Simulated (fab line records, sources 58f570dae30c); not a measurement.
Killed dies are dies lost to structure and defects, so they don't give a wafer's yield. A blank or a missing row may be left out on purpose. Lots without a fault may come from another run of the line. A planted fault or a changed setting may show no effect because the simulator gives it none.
A struck lot beside a sound one | flow berkeley_cmos170 | 16 steps out of a route of 331
Sound: wafers L349.2, L349.5, L349.6. Struck: wafers L362.1, L362.4, L362.5. The cause comes at the end.
At each step with rows: each side's tool, then ch and its chambers, then its first start. Under that, the readings that differ: sound wafers | struck wafers | difference of the means | sigmas: that difference in standard deviations of wafers without a fault.
alike: readings whose means differ by less than 2 such deviations, and words and numbers that are the same on both sides. not compared: withheld readings, readings that some wafer has no value for, bounds like >300 that may hide the same value, and numbers for which the record gives no deviation and whose values overlap.
The two part at a step that has a row with sigmas, a row that says differs or no value, or rows on one side only. Numbers that don't overlap but have no deviation are shown without sigmas and don't part them. A reading that every wafer of one side lacks parts them only if that side has two wafers or more.

first, 1 step without rows for these wafers: UCB170_M2_SOFTBAKE_06 (time 60 s).
UCB170_M2_STRIP_07: strips in O2.
  sound on plasma_asher-01 ch 0,1, day 9 17:23; struck on plasma_asher-02 ch 0,1, day 12 05:32
  reading                      | sound             | struck            | difference | sigmas
  strip_time_to_endpoint_s (s) | 21.97 21.95 21.97 | 22.09 22.08 22.09 | +0.12      | +2
  alike: drypump_motor_current_A, oes_product_au
  not compared: rf_hours_counter_h
then, 7 steps without rows for these wafers: UCB170_M2_STRIP_08 (strips KrF in DMSO, time 600 s); UCB170_M2_COAT_09; UCB170_M2_COAT_10 (resist thk 900 nm); UCB170_M2_SOFTBAKE_11 (time 60 s); UCB170_M2_EXPOSE_12 (exposes mask METAL2, target cd 700 nm); UCB170_M2_PEB_13; UCB170_M2_DEVELOP_14 (develop time 45 s).
UCB170_M2_CD_MEAS_15: target cd 700 nm.
  sound on cd_sem-01, day 9 18:42; struck on cd_sem-01, day 12 06:54
  alike: cd_nm
UCB170_M2_OVL_MEAS_16:
  sound on overlay-01, day 9 18:48; struck on overlay-02, day 12 07:01
  alike: M2_OVL
UCB170_M2_ETCH_17: etches BARC in N2/H2.
  sound on rie_diel-01 ch 0,1,3, day 9 18:50; struck on rie_diel-01 ch 2,3, day 12 07:04
  alike: drypump_motor_current_A, oes_product_au, rf_fwd_power_W, throttle_valve_pct
UCB170_M2_METAL_ETCH_18: etches Al in Cl2/BCl3, stops on SiO2, target depth 1170 nm, time 195 s.
  sound on rie_metal-01 ch 0,1, day 9 18:53; struck on rie_metal-01 ch 0,1, day 12 07:07
  reading                             | sound             | struck                  | difference | sigmas
  oes_product_au (a.u.)               | 0.861 0.859 0.859 | 0.822 0.813 0.828       | -0.039     | -2
  over_etch_frac                      | 0.3 0.3 0.3       | 0.40998 0.40998 0.40998 | +0.10998   |
  model.KrF_of_M2_COAT_10.thk_nm (nm) | 212.2 201.5 218.5 | 159.9 153.9 170.6       | -49.3      |
  model.SiO2_of_V1_CVD_00.thk_nm (nm) | 939.3 938.2 939.4 | 934.2 931.5 934.5       | -5.6       |
  alike: drypump_motor_current_A, rf_fwd_power_W, throttle_valve_pct
  not compared: rf_hours_counter_h
UCB170_M2_STRIP_19: strips in O2.
  sound on plasma_asher-03 ch 0,1, day 9 19:04; struck on plasma_asher-03 ch 1, day 12 07:17
  reading               | sound             | struck            | difference | sigmas
  oes_product_au (a.u.) | 0.541 0.536 0.548 | 0.492 0.492 0.506 | -0.045     | -5
  alike: drypump_motor_current_A
  not compared: rf_hours_counter_h
UCB170_M2_CD_MEAS_90: target cd 700 nm.
  sound on cd_sem-01, day 9 19:11; struck on cd_sem-02, day 12 07:23
  alike: cd_nm
then, 1 step without rows for these wafers: UCB170_M3_PROBE_99.

WHERE THEY PART
First at UCB170_M2_STRIP_07; last, within this record, at UCB170_M2_STRIP_19. Later steps at which nothing parts them and some readings are alike: UCB170_M2_CD_MEAS_90.

WHY: what the simulator had put in
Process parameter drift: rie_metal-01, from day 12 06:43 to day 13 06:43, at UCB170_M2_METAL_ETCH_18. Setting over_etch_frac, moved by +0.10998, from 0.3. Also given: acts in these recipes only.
